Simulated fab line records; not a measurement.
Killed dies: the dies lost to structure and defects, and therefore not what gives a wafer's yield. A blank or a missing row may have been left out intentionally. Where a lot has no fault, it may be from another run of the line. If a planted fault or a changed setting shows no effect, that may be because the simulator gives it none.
A single fault, viewed from 2 desks	flow rit-cmos	each desk holds nothing but its own numbers, with what lay behind them at the end

== THE METROLOGY DESK ==
What the gauges read, lot by lot, whatever tool the lot ran on: means of the sampled wafers that have a number. The brackets show how far a lot's mean lies from the usual mean; more than 4 standard deviations puts the lot out of limits, marked OUT.
Columns: A = NSD_TW at RIT_NSD_TW_MEAS_10, usual 3143; B = NSD_RS at RIT_SDANNEAL_RS_MEAS_05, usual 84.5 ohm/sq
lot	first seen here	A	B
L256	day 3 06:52	3158	83.9
L257	day 3 12:42	3063	83.9
L259	day 3 22:04	3149	84.3
L260	day 4 04:41	3156	84.3
L261	day 4 08:27	3154	84.7
L262	day 4 15:59	3159	84.4
L263	day 4 19:35	3163	84.5
L268	day 5 21:47	3162	84.5
L270	day 6 04:28	3389 (+6.8) OUT	81.9 (-7.9) OUT
L271	day 6 09:26	3292 (+4.1) OUT	81.9 (-7.9) OUT
L273	day 6 22:55	3158	84.8
L274	day 7 00:44	3156	85.0
L276	day 7 14:24	3066	84.8
L278	day 7 21:48	3150	84.6
This desk reports L270, L271 out of limits; the earliest was L270 at day 6 04:28 (NSD_TW at RIT_NSD_TW_MEAS_10). L256, L257, L259, L260, L261, L262, L263, L268, L273, L274, L276, L278: within limits.

== THE TOOL OWNER'S DESK: implanter-02 ==
The tool's own readings at RIT_NSD_IMPLANT_08, given as means over the sampled wafers that have a number, one for each lot that went through this tool. The brackets show how far a lot's mean lies from the usual mean; more than 4 standard deviations puts the lot out of limits, marked OUT.
Columns: A = beam-energy-keV at RIT_NSD_IMPLANT_08, usual 24.999
lot	first seen here	A
L261	day 4 08:07	24.995
L262	day 4 15:40	24.997
L268	day 5 21:29	25.000
L270	day 6 04:08	32.491 (+99 or more) OUT
L271	day 6 09:07	32.491 (+99 or more) OUT
This desk's verdict: out of limits on L270, L271, starting with L270 at day 6 04:08 (beam-energy-keV at RIT_NSD_IMPLANT_08). L261, L262, L268: within limits.

== TAKEN TOGETHER ==
The tool owner's desk could have raised an alarm at day 6 04:08, on L270, L271.
L270, L271 would have let the metrology desk raise an alarm at day 6 04:28.
All the named lots went through RIT_NSD_IMPLANT_08 on implanter-02.

== WHAT THE SIMULATOR HAD INSERTED ==
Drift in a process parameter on implanter-02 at RIT_NSD_IMPLANT_08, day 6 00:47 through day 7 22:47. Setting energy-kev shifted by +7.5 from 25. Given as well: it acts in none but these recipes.
Shown lots that were struck: L270, L271.
Time in hours from fault onset to the first out-of-limits reading at each desk: tool owner's desk 3, metrology desk 4.
